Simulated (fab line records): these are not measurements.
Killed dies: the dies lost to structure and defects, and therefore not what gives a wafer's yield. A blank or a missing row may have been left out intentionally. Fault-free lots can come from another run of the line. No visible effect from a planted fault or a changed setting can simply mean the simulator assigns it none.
Split-lot experiment	flow rit cmos	23 wafers read from 5 lots, route of 202 steps

== THE SPLIT ITSELF ==
At RIT_SILICIDE_SPUTTER_01 (material Ti, target thk 30 nm, time 240 s), the setting time s was moved away from the recipe's 240 s on 9 of the 23 wafers read, by -6.1% to +7.7%. This setting was run at the recipe's value on the other wafers.

== FROM THE SPLIT TO THE READING: what the file shows between them, 1 step ==
- RIT_SILICIDE_RS_MEAS_02: measures by four-point-probe

== THE READING ==
SILICIDE_TI_THK, in nm, at RIT_SILICIDE_THK_MEAS_03 (measures by xrf). Fault-free wafers of this fab line usually give 29.5 nm, standard deviation 0.45 nm.

wafer	tool, chamber at the split	time s as run, s	against the recipe	SILICIDE_TI_THK, nm	against lot-mates on the recipe
L074.1	pvd sputter-04, -	240	recipe	29.2	-
L074.2	pvd sputter-04, -	229.1	-4.5%	28.0	-1.2
L074.4	pvd sputter-04, -	240	recipe	29.3	-
L074.5	pvd sputter-04, -	229.1	-4.5%	27.8	-1.4
L074.6	pvd sputter-04, -	229.1	-4.5%	27.9	-1.4
L076.1	pvd sputter-03, -	240	recipe	29.7	-
L076.2	pvd sputter-03, -	240	recipe	29.7	-
L076.5	pvd sputter-03, -	240	recipe	29.8	-
L078.1	pvd sputter-01, -	240	recipe	30.1	-
L078.2	pvd sputter-01, -	240	recipe	30.0	-
L078.4	pvd sputter-01, -	240	recipe	29.5	-
L078.5	pvd sputter-01, -	240	recipe	29.9	-
L078.6	pvd sputter-01, -	240	recipe	30.0	-
L083.1	pvd sputter-04, -	258.5	+7.7%	31.1	+2.5
L083.2	pvd sputter-04, -	258.5	+7.7%	31.1	+2.5
L083.3	pvd sputter-04, -	258.5	+7.7%	31.2	+2.6
L083.4	pvd sputter-04, -	240	recipe	28.6	-
L083.6	pvd sputter-04, -	240	recipe	28.7	-
L084.1	pvd sputter-04, -	225.3	-6.1%	27.2	-1.8
L084.2	pvd sputter-04, -	225.3	-6.1%	27.1	-1.9
L084.3	pvd sputter-04, -	240	recipe	29.2	-
L084.4	pvd sputter-04, -	240	recipe	28.9	-
L084.5	pvd sputter-04, -	225.3	-6.1%	27.2	-1.8

FIT RESULTS
A straight line over all 23 wafers: SILICIDE_TI_THK changes by +0.285 nm for each +1% of time s; r = +0.93; the points scatter about the line by 0.46 nm.
The same after taking each lot's own level away (the mean of its wafers on the recipe; 23 wafers): +0.314 nm for each +1%; r = +1.00; scatter 0.13 nm.
On that fit, the largest move of time s shifts the reading by 2.4 nm.
Across the lots, their own levels run from 28.65 to 29.90 nm, a range of 2.8 times the standard deviation given above.
The two slopes are in agreement: the lot-to-lot level therefore moves the slope only a little.
Check: +2.44 nm against its lot-mates is what the line predicts for one of the wafers moved furthest among these (+7.7%) when that wafer is left out of the fit. It came out at +2.45 nm against them.

== ADDITIONAL SPLITS CARRIED BY THESE WAFERS ==
These wafers also went through other splits before the reading. Each is held against what the fit with the lots' levels taken away leaves over:
other split on the same wafers	wafers away from the commonest value	r with SILICIDE_TI_THK (lot level and that fit taken away)
RIT_REOX_OXIDATION_03 temp c	13	-0.07
RIT_PLDD_IMPLANT_08 dose cm2	5	+0.21
RIT_SPACER_CVD_03 time s	15	+0.09
RIT_PSD_IMPLANT_08 tilt deg	9	-0.10

== THE WHOLE CHAIN: every reading that the file lists as answering this split, in the file's order ==
step	what it does	reading	change (the file's fit)	r (the file's)
RIT_SILICIDE_SPUTTER_01	material Ti, target thk 30 nm, time 240 s	Ti_of_SILICIDE_SPUTTER_01.thk nm (the simulator's own value, which no gauge read)	+0.318 nm for each +1% of the setting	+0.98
RIT_SILICIDE_RS_MEAS_02	measures by four-point-probe	SILICIDE_TI_RS	-0.647 for each +1% of the setting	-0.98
RIT_SILICIDE_THK_MEAS_03	measures by xrf	SILICIDE_TI_THK	+0.313 for each +1% of the setting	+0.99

== THE FILE'S OWN FIT ==
SILICIDE_TI_THK changes by +0.313 nm for each +1% of time s, r = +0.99.
